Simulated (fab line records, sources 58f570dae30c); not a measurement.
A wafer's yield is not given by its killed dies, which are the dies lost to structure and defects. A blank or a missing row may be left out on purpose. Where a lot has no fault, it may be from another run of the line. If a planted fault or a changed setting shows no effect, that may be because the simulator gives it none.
Split-lot study :: flow berkeley cmos170 :: route with 331 steps; 5 lots, 23 wafers read

## THE SPLIT ITSELF
At UCB170_V1_PEB_10, the setting peb temp c was moved away from the recipe's 130 C on 11 of the 23 wafers read, by -2.5% to +2.8%. All remaining wafers had this setting at the recipe value.

## FROM THE SPLIT TO THE READING: what the file shows between them, 4 steps
- UCB170_V1_DEVELOP_11: develop time 45 s
- UCB170_V1_CD_MEAS_12: target cd 700 nm
- UCB170_V1_ETCH_14: etches SiO2 in CHF3/CF4/Ar, stops on Al, target depth 1250 nm, time 291 s
- UCB170_V1_STRIP_15: strips in O2

## THE READING
cd nm at UCB170_V1_CD_MEAS_90, given in nm (cd target 700 nm). Typical for fault-free wafers on this fab line: 700.0 nm, with standard deviation 1.1 nm.

wafer: L079.2
tool, chamber at the split: litho track-04, 0
peb temp c as run, C: 130
against the recipe: recipe
cd nm, nm: 699.8
against lot-mates on the recipe: -

wafer: L079.5
tool, chamber at the split: litho track-04, 0
peb temp c as run, C: 130
against the recipe: recipe
cd nm, nm: 699.6
against lot-mates on the recipe: -

wafer: L079.6
tool, chamber at the split: litho track-04, 0
peb temp c as run, C: 130
against the recipe: recipe
cd nm, nm: 699.7
against lot-mates on the recipe: -

wafer: L077.1
tool, chamber at the split: litho track-04, 0
peb temp c as run, C: 133.6
against the recipe: +2.8%
cd nm, nm: 719.9
against lot-mates on the recipe: +18.0

wafer: L077.2
tool, chamber at the split: litho track-04, 0
peb temp c as run, C: 133.6
against the recipe: +2.8%
cd nm, nm: 721.1
against lot-mates on the recipe: +19.2

wafer: L077.3
tool, chamber at the split: litho track-04, 0
peb temp c as run, C: 130
against the recipe: recipe
cd nm, nm: 702.6
against lot-mates on the recipe: -

wafer: L077.5
tool, chamber at the split: litho track-04, 0
peb temp c as run, C: 133.6
against the recipe: +2.8%
cd nm, nm: 722.1
against lot-mates on the recipe: +20.2

wafer: L077.6
tool, chamber at the split: litho track-04, 0
peb temp c as run, C: 130
against the recipe: recipe
cd nm, nm: 701.1
against lot-mates on the recipe: -

wafer: L083.2
tool, chamber at the split: litho track-03, 0
peb temp c as run, C: 130
against the recipe: recipe
cd nm, nm: 700.4
against lot-mates on the recipe: -

wafer: L083.3
tool, chamber at the split: litho track-03, 0
peb temp c as run, C: 133.6
against the recipe: +2.8%
cd nm, nm: 719.8
against lot-mates on the recipe: +19.4

wafer: L083.4
tool, chamber at the split: litho track-03, 0
peb temp c as run, C: 130
against the recipe: recipe
cd nm, nm: 701.3
against lot-mates on the recipe: -

wafer: L083.5
tool, chamber at the split: litho track-03, 0
peb temp c as run, C: 133.6
against the recipe: +2.8%
cd nm, nm: 718.2
against lot-mates on the recipe: +17.8

wafer: L083.6
tool, chamber at the split: litho track-03, 0
peb temp c as run, C: 130
against the recipe: recipe
cd nm, nm: 699.4
against lot-mates on the recipe: -

wafer: L084.1
tool, chamber at the split: litho track-01, 0
peb temp c as run, C: 126.8
against the recipe: -2.5%
cd nm, nm: 676.0
against lot-mates on the recipe: -23.6

wafer: L084.2
tool, chamber at the split: litho track-01, 0
peb temp c as run, C: 126.8
against the recipe: -2.5%
cd nm, nm: 677.9
against lot-mates on the recipe: -21.7

wafer: L084.3
tool, chamber at the split: litho track-01, 0
peb temp c as run, C: 130
against the recipe: recipe
cd nm, nm: 701.0
against lot-mates on the recipe: -

wafer: L084.4
tool, chamber at the split: litho track-01, 0
peb temp c as run, C: 130
against the recipe: recipe
cd nm, nm: 698.2
against lot-mates on the recipe: -

wafer: L084.6
tool, chamber at the split: litho track-01, 0
peb temp c as run, C: 126.8
against the recipe: -2.5%
cd nm, nm: 675.8
against lot-mates on the recipe: -23.8

wafer: L085.1
tool, chamber at the split: litho track-04, 0
peb temp c as run, C: 129
against the recipe: -0.8%
cd nm, nm: 690.7
against lot-mates on the recipe: -9.7

wafer: L085.3
tool, chamber at the split: litho track-04, 0
peb temp c as run, C: 130
against the recipe: recipe
cd nm, nm: 700.4
against lot-mates on the recipe: -

wafer: L085.4
tool, chamber at the split: litho track-04, 0
peb temp c as run, C: 130
against the recipe: recipe
cd nm, nm: 700.4
against lot-mates on the recipe: -

wafer: L085.5
tool, chamber at the split: litho track-04, 0
peb temp c as run, C: 129
against the recipe: -0.8%
cd nm, nm: 690.4
against lot-mates on the recipe: -10.0

wafer: L085.6
tool, chamber at the split: litho track-04, 0
peb temp c as run, C: 129
against the recipe: -0.8%
cd nm, nm: 691.5
against lot-mates on the recipe: -8.9

THE FIT
A straight line over all 23 wafers: cd nm changes by +8.22 nm for each +1% of peb temp c; r = +0.99; the points scatter about the line by 2 nm.
The same after taking each lot's own level away (the mean of its wafers on the recipe; 23 wafers): +7.91 nm for each +1%; r = +0.99; scatter 1.9 nm.
The reading moves by 22 nm for the largest change in peb temp c, on that fit.
The lots' own levels span 699.60 to 701.85 nm, that is 2.0 times the standard deviation above.
Consequently the slope shifts little with the lot-to-lot level, the two slopes agreeing.
Check: with one of the wafers moved furthest among these (+2.8%) left out of the fit, the line predicts +20.8 nm for it against its lot-mates. Against them it came out at +18 nm.

## ADDITIONAL SPLITS CARRIED BY THESE WAFERS
Note: prior to the reading, these wafers also went through further splits. Each is held against what the fit with the lots' levels taken away leaves over:
other split on the same wafers: UCB170_NLDD_IMPLANT_09 dose cm2
wafers away from the commonest value: 9
r with cd nm (lot level and that fit taken away): +0.36

other split on the same wafers: UCB170_PSD_PEB_04 peb temp c
wafers away from the commonest value: 10
r with cd nm (lot level and that fit taken away): -0.01

other split on the same wafers: UCB170_SDANNEAL_RTA_00 time s
wafers away from the commonest value: 5
r with cd nm (lot level and that fit taken away): -0.21

other split on the same wafers: UCB170_CONTACT_COAT_10 spin rpm
wafers away from the commonest value: 8
r with cd nm (lot level and that fit taken away): +0.08

other split on the same wafers: UCB170_M1_COAT_04 resist thk nm
wafers away from the commonest value: 11
r with cd nm (lot level and that fit taken away): +0.16

other split on the same wafers: UCB170_V1_CMP_02 leave above ref nm
wafers away from the commonest value: 8
r with cd nm (lot level and that fit taken away): -0.24

## THE WHOLE CHAIN: every reading that the file lists as answering this split, in the file's order
step: UCB170_V1_CD_MEAS_12
what it does: target cd 700 nm
reading: cd nm
change (the file's fit): +7.93 nm for each +1% of the setting
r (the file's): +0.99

step: UCB170_V1_ETCH_14
what it does: etches SiO2 in CHF3/CF4/Ar, stops on Al, target depth 1250 nm, time 291 s
reading: V1.cd nm (the simulator's own value, which no gauge read)
change (the file's fit): +7.65 nm for each +1% of the setting
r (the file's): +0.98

step: UCB170_V1_CD_MEAS_90
what it does: target cd 700 nm
reading: cd nm
change (the file's fit): +7.68 nm for each +1% of the setting
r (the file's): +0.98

## FILE'S OWN FIT
cd nm changes by +7.68 nm for each +1% of peb temp c, r = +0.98.
